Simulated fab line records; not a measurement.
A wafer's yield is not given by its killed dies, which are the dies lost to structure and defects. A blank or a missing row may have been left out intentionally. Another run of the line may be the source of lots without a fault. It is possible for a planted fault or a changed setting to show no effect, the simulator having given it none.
fab line records | flow rit-cmos
record: lots: 14 wafers: 42 last-day: 7
route steps=202 shown ACTIVE@15 PWELL@45 M1@202
lots untouched by any fault: they come from a run of this same line in which no faults occurred
start-h: hours from the record's first day to the start of the lot's first wafer shown | wait-h: how many hours have passed since the lot's step before this one | " same as the row above | L1.1+2: a single row standing in for several wafers | - no value present, or no start provided | * or withheld: withheld | < > ~ a bound
route shown NAME@n: names a module that has steps shown in the file, with the first one's number in the route | usual: the fault-free wafers' mean and standard deviation | same: alike in all rows | chamber/n: place in a boat | sites: readings site by site | _std_site: the values' standard deviation | _edge_site: inner sites' mean taken away from outer sites' mean | radius-mm: for every site, how far away it sits from the centre of the wafer | mask NAME#n: copy n | behind: the last tool/chamber to shape the wafer | hold: why the lot was held/for how many hours/how that ended | device: which transistor (n, p or np) failed to switch | end of line: the same wafers' tests at the end of the route | a step given without rows: its recipe and nothing more | killed: at the first sort, the dies lost to defects and structure; wafer yield is something else | map: per-die view of a wafer (x killed, . not killed, _ where there is no die)
set.NAME: the setting that was run; set.NAME@STEP: the one run at that earlier step | model.NAME: the simulator's own value behind a step, which no gauge read
a sample of lots followed through the steps of the route, with each step as a table and each wafer as a row
services: from which hour (start-h, from the record's first day; less than 0 if before it) a tool's chamber was out of use, for how many hours, and why
== steps ==
step: RIT_ACTIVE_STRIP_14
recipe: chemistry: O2 time-s: 180 resist: NOVOLAK platen-temp-c: withheld power-w: 500 pressure-mtorr: 4000 o2-flow-sccm: 4000
usual: chamber-pressure-mTorr: 4000/3.8 drypump-motor-current-A: 6.1/0.43
columns lot.wafer tool chamber start-h wait-h chamber-pressure-mTorr drypump-motor-current-A rf-hours-counter-h
L732.2 plasma-asher-03 1 20.18 0.1 3997 6.3 36
L732.5 " 1 " " 3998 6.3 -
L732.6 " 0 " " 3999 6.1 -
L733.2 plasma-asher-03 0 22.94 0.1 4001 6.0 37
L733.3 " 0 " " 3995 6.0 -
L733.6 " 1 " " 4003 6.4 -
L734.2 plasma-asher-01 1 25.95 0.1 3995 5.2 22
L734.3 " 0 " " 3998 6.2 -
L734.5 " 0 " " 3993 6.2 -
L737.1 plasma-asher-03 1 40.02 0.1 - - -
L737.3 " 0 " " - - -
L737.5 " 1 " " - - -
L738.1 plasma-asher-01 1 45.09 0.1 - - -
L738.3 " 0 " " - - -
L738.4 " 1 " " - - -
L744.3 plasma-asher-03 1 76.49 0.1 4004 6.3 -
L744.4 " 0 " " 4001 6.1 -
L744.5 " 0 " " 4003 6.0 -
L745.2 plasma-asher-03 1 80.15 0.1 4000 6.3 44
L745.4 " 0 " " 3999 6.1 -
L745.5 " 1 " " 3998 6.3 -
L746.1 plasma-asher-03 1 85.40 0.1 4003 6.3 45
L746.2 " 0 " " 4003 6.1 45
L746.5 " 1 " " 4003 6.3 -
L747.1 plasma-asher-02 1 89.84 0.1 4002 6.5 47
L747.4 " 1 " " 3995 6.5 -
L747.5 " 1 " " 4004 6.5 -
L748.1 plasma-asher-03 0 99.87 0.1 3996 6.0 47
L748.3 " 1 " " 4000 6.3 -
L748.4 " 0 " " 4007 6.1 -
L750.3 plasma-asher-01 0 105.03 0.1 4000 6.2 -
L750.4 " 1 " " 3998 5.2 -
L750.6 " 0 " " 4002 6.2 -
L751.1 plasma-asher-01 0 111.10 0.1 4000 6.2 33
L751.2 " 1 " " 3992 5.1 33
L751.5 " 0 " " 4000 6.2 -
L752.1 plasma-asher-03 0 115.41 0.2 4003 6.0 49
L752.4 " 1 " " 4003 6.3 -
L752.6 " 0 " " 3998 6.1 -
L753.2 plasma-asher-03 0 120.15 0.1 4002 6.1 50
L753.3 " 1 " " 4005 6.3 -
L753.6 " 1 " " 3994 6.3 -
step: RIT_ACTIVE_CD_MEAS_90
recipe: target-cd-nm: 1400
usual: cd-nm: 1400.3/2.1
columns lot.wafer tool chamber start-h wait-h cd-nm
L732.2 cd-sem-01 - 20.37 0.1 1394.7
L732.5 " - " " 1396.7
L732.6 " - " " 1396.0
L733.2 cd-sem-01 - 23.14 0.1 1398.3
L733.3 " - " " 1396.7
L733.6 " - " " 1399.5
L734.2 cd-sem-01 - 26.15 0.1 1399.6
L734.3 " - " " 1397.1
L734.5 " - " " 1396.3
L737.1 cd-sem-02 - 40.21 0.1 1400.2
L737.3 " - " " 1399.5
L737.5 " - " " 1399.3
L738.1 cd-sem-01 - 45.26 0.1 1397.9
L738.3 " - " " 1398.3
L738.4 " - " " 1398.8
L744.3 cd-sem-01 - 76.65 0.1 1395.2
L744.4 " - " " 1397.4
L744.5 " - " " 1397.5
L745.2 cd-sem-01 - 80.34 0.1 1399.0
L745.4 " - " " 1401.2
L745.5 " - " " 1400.7
L746.1 cd-sem-01 - 85.58 0.1 1401.1
L746.2 " - " " 1403.2
L746.5 " - " " 1403.4
L747.1 cd-sem-01 - 90.02 0.1 1400.3
L747.4 " - " " 1401.5
L747.5 " - " " 1400.1
L748.1 cd-sem-02 - 100.04 0.1 1400.4
L748.3 " - " " 1401.0
L748.4 " - " " 1400.1
L750.3 cd-sem-01 - 105.18 0.1 1400.4
L750.4 " - " " 1401.9
L750.6 " - " " 1401.0
L751.1 cd-sem-01 - 111.28 0.1 1400.6
L751.2 " - " " 1400.3
L751.5 " - " " 1400.1
L752.1 cd-sem-01 - 115.58 0.1 1400.4
L752.4 " - " " 1400.5
L752.6 " - " " 1400.8
L753.2 cd-sem-02 - 120.34 0.1 1398.4
L753.3 " - " " 1399.6
L753.6 " - " " 1396.8
step: RIT_PWELL_OVL_MEAS_06
usual: PWELL_OVL: 1.4/1.2
columns lot.wafer tool chamber start-h wait-h PWELL_OVL[nm]
L732.2 overlay-01 - 28.22 - 2.4
L732.5 " - " " 2.5
L732.6 " - " " 2.6
L733.2 overlay-01 - 32.12 - 2.2
L733.3 " - " " 2.8
L733.6 " - " " 1.5
L734.2 overlay-02 - 37.31 - 0.0
L734.3 " - " " -1.0
L734.5 " - " " -0.5
L744.3 overlay-02 - 84.88 - 0.1
L744.4 " - " " 0.9
L744.5 " - " " 2.2
L745.2 overlay-01 - 87.73 - 1.2
L745.4 " - " " -0.2
L745.5 " - " " 0.2
L746.1 overlay-01 - 95.88 - 2.2
L746.2 " - " " -0.2
L746.5 " - " " 0.7
L747.1 overlay-02 - 102.13 - 1.5
L747.4 " - " " 0.7
L747.5 " - " " 1.7
L748.1 overlay-01 - 107.66 - 2.1
L748.3 " - " " 2.5
L748.4 " - " " 4.1
L750.3 overlay-02 - 113.79 - 1.4
L750.4 " - " " 2.0
L750.6 " - " " 1.6
L751.1 overlay-01 - 118.92 - 1.1
L751.2 " - " " 1.3
L751.5 " - " " 1.2
L752.1 overlay-02 - 124.31 - 4.6
L752.4 " - " " 4.6
L752.6 " - " " 2.3
L753.2 overlay-01 - 127.87 - 1.2
L753.3 " - " " 0.2
L753.6 " - " " 0.6
step: RIT_PWELL_TW_MEAS_10
usual: PWELL_TW: 951/8.7
columns lot.wafer tool chamber start-h wait-h PWELL_TW
L732.2 film-metro-04 - 28.84 0.1 942
L732.5 " - " " 945
L732.6 " - " " 937
L733.2 film-metro-01 - 32.73 0.1 958
L733.3 " - " " 952
L733.6 " - " " 958
L734.2 film-metro-04 - 37.93 0.1 946
L734.3 " - " " 945
L734.5 " - " " 943
L744.3 film-metro-01 - 85.50 0.1 953
L744.4 " - " " 957
L744.5 " - " " 956
L745.2 film-metro-03 - 88.34 0.1 955
L745.4 " - " " 957
L745.5 " - " " 958
L746.1 film-metro-04 - 96.49 0.1 938
L746.2 " - " " 935
L746.5 " - " " 939
L747.1 film-metro-03 - 102.74 0.1 956
L747.4 " - " " 958
L747.5 " - " " 952
L748.1 film-metro-01 - 108.27 0.1 957
L748.3 " - " " 965
L748.4 " - " " 955
L750.3 film-metro-01 - 114.41 0.1 951
L750.4 " - " " 953
L750.6 " - " " 958
L751.1 film-metro-01 - 119.53 0.1 950
L751.2 " - " " 952
L751.5 " - " " 958
L752.1 film-metro-04 - 124.92 0.1 944
L752.4 " - " " 945
L752.6 " - " " 943
L753.2 film-metro-03 - 128.48 0.1 965
L753.3 " - " " 959
L753.6 " - " " 961
step: RIT_M1_PROBE_99
usual: killed_at_M0_to_M3: 0.0/0.16 killed-at-contacts: 0.1/0.24 killed-at-front-end: 7/3.2 killed-dies: 7/3.2 killed-on-rim: 2.0/1.5 killed-open: 3.4/2 killed-short: 3.5/2.2
same: gross-dies: 264 killed_at_M4_up: 0 killed-at-back-side: 0 killed-at-other: 0
columns lot.wafer tool chamber start-h wait-h killed_at_M0_to_M3 killed-at-contacts killed-at-front-end killed-dies killed-on-rim killed-open killed-short
L732.2 prober-01 - 68.24 0.1 0 1 3 4 1 1 3
L732.5 prober-01 - 68.39 0.2 0 0 4 4 0 2 2
L732.6 prober-01 - 68.44 0.2 0 0 6 6 0 2 4
L733.2 prober-02 - 77.86 0.1 0 0 7 7 3 2 5
L733.3 prober-02 - 77.91 0.2 0 0 10 10 1 5 5
L733.6 prober-02 - 78.06 0.2 0 0 8 8 2 1 7
L734.2 prober-02 - 80.47 0.1 0 0 8 8 4 5 3
L734.3 prober-02 - 80.52 0.2 0 0 6 6 0 4 2
L734.5 prober-02 - 80.62 0.2 0 0 6 6 0 2 4
L737.1 prober-01 - 89.50 0.1 0 0 264 264 70 3 2
L737.3 prober-01 - 89.60 0.2 0 0 264 264 70 2 4
L737.5 prober-01 - 89.70 0.2 0 1 263 264 70 3 1
L738.1 prober-02 - 97.00 0.1 0 0 264 264 70 2 6
L738.3 prober-02 - 97.10 0.2 0 0 264 264 70 6 6
L738.4 prober-02 - 97.15 0.2 0 0 264 264 70 4 6
L744.3 prober-02 - 123.49 0.2 0 0 5 5 1 3 2
L744.4 prober-02 - 123.54 0.2 0 0 6 6 2 3 3
L744.5 prober-02 - 123.59 0.2 0 0 6 6 2 5 1
L745.2 prober-01 - 126.89 0.1 0 0 9 9 1 3 6
L745.4 prober-01 - 126.99 0.2 0 0 7 7 1 3 4
L745.5 prober-01 - 127.04 0.2 0 0 8 8 3 4 4
L746.1 prober-02 - 134.21 0.1 0 0 7 7 1 3 4
L746.2 prober-02 - 134.26 0.1 0 0 8 8 2 2 6
L746.5 prober-02 - 134.41 0.2 0 0 6 6 2 5 1
L747.1 prober-01 - 142.11 0.1 0 0 9 9 1 4 5
L747.4 prober-01 - 142.26 0.2 0 0 5 5 1 3 2
L747.5 prober-01 - 142.31 0.2 0 0 4 4 3 1 3
L748.1 prober-02 - 145.08 0.1 0 0 7 7 3 2 5
L748.3 prober-02 - 145.18 0.2 0 0 5 5 2 1 4
L748.4 prober-02 - 145.23 0.2 1 0 16 17 4 10 7
L750.3 prober-02 - 153.19 0.2 0 0 9 9 2 3 6
L750.4 prober-02 - 153.24 0.2 0 0 4 4 0 3 1
L750.6 prober-02 - 153.34 0.2 0 0 7 7 1 5 2
L751.1 prober-01 - 157.44 0.1 0 0 5 5 2 4 1
L751.2 prober-01 - 157.49 0.1 0 0 2 2 0 1 1
L751.5 prober-01 - 157.64 0.2 0 0 3 3 1 0 3
L752.1 prober-02 - 160.67 0.1 0 0 7 7 0 3 4
L752.4 prober-02 - 160.82 0.2 0 0 4 4 3 4 0
L752.6 prober-02 - 160.92 0.2 0 0 5 5 0 2 3
L753.2 prober-01 - 167.26 0.1 0 1 2 3 1 0 3
L753.3 prober-01 - 167.31 0.2 0 0 7 7 2 6 1
L753.6 prober-01 - 167.46 0.2 0 0 13 13 4 6 7
killed by level:class
L732.2 SPACER:geometric-particle:short=2 GATE:geometric-particle:open=1 CONTACT:geometric-particle:short=1
L732.5 GATE:geometric-particle:short=2 FOX2:geometric-particle:open=1 GATE:geometric-particle:open=1
L732.6 GATE:geometric-particle:open=2 GATE:geometric-particle:short=2 REOX:geometric-particle:short=1 SPACER:geometric-particle:short=1
L733.2 GATE:geometric-particle:short=2 SILICIDE:geometric-particle:short=2 SPACER:geometric-particle:open=1 SPACER:geometric-particle:short=1 SILICIDE:geometric-particle:open=1
L733.3 GATE:geometric-particle:open=3 SPACER:geometric-particle:short=2 FOX1:geometric-particle:short=1 FOX2:geometric-particle:short=1 REOX:geometric-particle:open=1 SPACER:geometric-particle:open=1 SILICIDE:geometric-particle:short=1
L733.6 REOX:geometric-particle:short=3 GATE:geometric-particle:short=2 FOX2:geometric-particle:open=1 FOX2:geometric-particle:short=1 SILICIDE:geometric-particle:short=1
L734.2 GATE:geometric-particle:short=2 SPACER:geometric-particle:open=2 FOX1:geometric-particle:open=1 FOX1:geometric-particle:short=1 GATE:geometric-particle:open=1 SILICIDE:geometric-particle:open=1
L734.3 SILICIDE:geometric-particle:open=2 FOX2:geometric-particle:open=1 GATE:geometric-particle:short=1 SPACER:geometric-particle:open=1 SILICIDE:geometric-particle:short=1
L734.5 GATE:geometric-particle:short=3 GATE:geometric-particle:open=2 SPACER:geometric-particle:short=1
L737.1 FOX1:area-oxidation=259 FOX1:geometric-particle:short=1 FOX1:geometric-particle:open=1 GATE:geometric-particle:short=1 GATE:geometric-particle:open=1 SPACER:geometric-particle:open=1
L737.3 FOX1:area-oxidation=258 SILICIDE:geometric-particle:short=3 FOX2:geometric-particle:open=1 REOX:geometric-particle:short=1 SILICIDE:geometric-particle:open=1
L737.5 FOX1:area-oxidation=260 FOX1:geometric-particle:short=1 SPACER:geometric-particle:open=1 SILICIDE:geometric-particle:open=1 CONTACT:geometric-particle:open=1
L738.1 FOX1:area-oxidation=256 GATE:geometric-particle:short=4 GATE:geometric-particle:open=2 FOX2:geometric-particle:short=1 REOX:geometric-particle:short=1
L738.3 FOX1:area-oxidation=252 GATE:geometric-particle:open=6 GATE:geometric-particle:short=3 REOX:geometric-particle:short=1 SPACER:geometric-particle:short=1 SILICIDE:geometric-particle:short=1
L738.4 FOX1:area-oxidation=254 GATE:geometric-particle:short=3 FOX1:geometric-particle:short=2 GATE:geometric-particle:open=2 FOX2:geometric-particle:open=1 REOX:geometric-particle:open=1 REOX:geometric-particle:short=1
L744.3 FOX2:geometric-particle:open=1 FOX2:geometric-particle:short=1 GATE:geometric-particle:open=1 GATE:geometric-particle:short=1 SILICIDE:geometric-particle:open=1
L744.4 FOX2:geometric-particle:short=2 FOX1:geometric-particle:open=1 SPACER:geometric-particle:open=1 SILICIDE:geometric-particle:open=1 SILICIDE:geometric-particle:short=1
L744.5 FOX2:geometric-particle:open=2 SPACER:geometric-particle:open=2 GATE:geometric-particle:short=1 GATE:geometric-particle:open=1
L745.2 REOX:geometric-particle:short=2 SILICIDE:geometric-particle:short=2 FOX1:geometric-particle:open=1 GATE:geometric-particle:short=1 REOX:geometric-particle:open=1 SPACER:geometric-particle:short=1 SILICIDE:geometric-particle:open=1
L745.4 SPACER:geometric-particle:open=2 FOX1:geometric-particle:short=1 GATE:geometric-particle:short=1 REOX:geometric-particle:short=1 SPACER:geometric-particle:short=1 SILICIDE:geometric-particle:open=1
L745.5 GATE:geometric-particle:open=2 FOX1:geometric-particle:short=1 GATE:geometric-particle:short=1 REOX:geometric-particle:open=1 REOX:geometric-particle:short=1 SILICIDE:geometric-particle:short=1 SILICIDE:geometric-particle:open=1
L746.1 GATE:geometric-particle:open=2 FOX2:geometric-particle:short=1 GATE:geometric-particle:short=1 SPACER:geometric-particle:short=1 SPACER:geometric-particle:open=1 SILICIDE:geometric-particle:short=1
L746.2 REOX:geometric-particle:short=3 GATE:geometric-particle:open=1 GATE:geometric-particle:short=1 SILICIDE:geometric-particle:short=1 REOX:geometric-particle:open=1 SPACER:geometric-particle:short=1
L746.5 FOX1:geometric-particle:open=2 GATE:geometric-particle:open=1 GATE:geometric-particle:short=1 SPACER:geometric-particle:open=1 SILICIDE:geometric-particle:open=1
L747.1 FOX2:geometric-particle:short=2 FOX1:geometric-particle:short=1 FOX2:geometric-particle:open=1 GATE:geometric-particle:open=1 REOX:geometric-particle:open=1 SPACER:geometric-particle:short=1 SPACER:geometric-particle:open=1 SILICIDE:geometric-particle:short=1
L747.4 FOX1:geometric-particle:open=1 FOX2:geometric-particle:open=1 GATE:geometric-particle:short=1 REOX:geometric-particle:short=1 REOX:geometric-particle:open=1
L747.5 FOX1:geometric-particle:short=1 FOX2:geometric-particle:short=1 GATE:geometric-particle:short=1 SPACER:geometric-particle:open=1
L748.1 FOX1:geometric-particle:short=2 GATE:geometric-particle:short=2 REOX:geometric-particle:open=1 SILICIDE:geometric-particle:short=1 SILICIDE:geometric-particle:open=1
L748.3 REOX:geometric-particle:short=2 FOX2:geometric-particle:short=1 FOX1:geometric-particle:short=1 REOX:geometric-particle:open=1
L748.4 REOX:geometric-particle:open=4 FOX1:geometric-particle:short=3 FOX1:geometric-particle:open=3 GATE:geometric-particle:open=2 GATE:geometric-particle:short=1 REOX:geometric-particle:short=1 SPACER:geometric-particle:short=1 SILICIDE:geometric-particle:open=1
L750.3 SPACER:geometric-particle:short=2 SILICIDE:geometric-particle:short=2 GATE:geometric-particle:open=1 GATE:geometric-particle:short=1 REOX:geometric-particle:short=1 SPACER:geometric-particle:open=1 SILICIDE:geometric-particle:open=1
L750.4 GATE:geometric-particle:open=2 GATE:geometric-particle:short=1 SILICIDE:geometric-particle:open=1
L750.6 GATE:geometric-particle:open=2 FOX2:geometric-particle:short=1 FOX2:geometric-particle:open=1 GATE:geometric-particle:short=1 SPACER:geometric-particle:open=1 SILICIDE:geometric-particle:open=1
L751.1 GATE:geometric-particle:open=2 FOX2:geometric-particle:open=1 GATE:geometric-particle:short=1 SPACER:geometric-particle:open=1
L751.2 FOX1:geometric-particle:open=1 REOX:geometric-particle:short=1
L751.5 REOX:geometric-particle:short=1 SPACER:geometric-particle:short=1 SILICIDE:geometric-particle:short=1
L752.1 SPACER:geometric-particle:short=2 FOX2:geometric-particle:short=1 GATE:geometric-particle:open=1 GATE:geometric-particle:short=1 SPACER:geometric-particle:open=1 SILICIDE:geometric-particle:open=1
L752.4 FOX2:geometric-particle:open=2 SPACER:geometric-particle:open=2
L752.6 SPACER:geometric-particle:open=2 FOX2:geometric-particle:short=1 GATE:geometric-particle:short=1 SPACER:geometric-particle:short=1
L753.2 GATE:geometric-particle:short=1 SPACER:geometric-particle:short=1 CONTACT:geometric-particle:short=1
L753.3 SPACER:geometric-particle:open=2 FOX1:geometric-particle:open=1 GATE:geometric-particle:open=1 REOX:geometric-particle:open=1 REOX:geometric-particle:short=1 SILICIDE:geometric-particle:open=1
L753.6 SPACER:geometric-particle:short=3 FOX1:geometric-particle:open=2 GATE:geometric-particle:short=2 SPACER:geometric-particle:open=2 GATE:geometric-particle:open=1 REOX:geometric-particle:short=1 SILICIDE:geometric-particle:open=1 SILICIDE:geometric-particle:short=1
== services ==
columns tool chamber start-h hours kind
plasma-asher-02 - 108.75 9.0 pm
plasma-asher-02 0 108.75 9.0 vent-cycle
plasma-asher-02 1 108.75 9.0 vent-cycle
plasma-asher-01 - 114.96 0.6 repair
plasma-asher-02 0 117.75 - clean
plasma-asher-02 1 117.75 - clean
== key ==
first-sign: step: RIT_ACTIVE_STRIP_14 reading: tool-record direction: missing
effect: step: RIT_M1_PROBE_99 reading: killed-dies direction: up sigmas: 80 usual: 7 struck: 264
more-kills-born-at: RIT_FOX1_OXIDATION_00@furnace-04: 777 RIT_FOX1_OXIDATION_00@furnace-03: 762
met-at RIT_ACTIVE_STRIP_14
struck-lots L737,L738
later-rows-left-out L737.1,L737.3,L737.5,L738.1,L738.3,L738.4
tester-left-out L737,L738
not-acting-at RIT_ACTIVE_CD_MEAS_90,RIT_PWELL_OVL_MEAS_06,RIT_PWELL_TW_MEAS_10
onset-between 25.95 40.02
fault: kind: skipped-step-whole tool: plasma-asher-01,plasma-asher-03 chamber: - onset-h: 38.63 steps: RIT_ACTIVE_STRIP_14 scope: struck-lots-only
tester-left-out: of these lots the tester's yield and bins aren't shown, on N5 and GAA mostly nor the transistor test; their killed dies are dies lost to structure and defects alone, not to doping, threshold or leakage, so they don't give the yield
later-rows-left-out: the simulator's readings of these wafers behind a module that went badly wrong aren't trusted and aren't shown, but for the sort
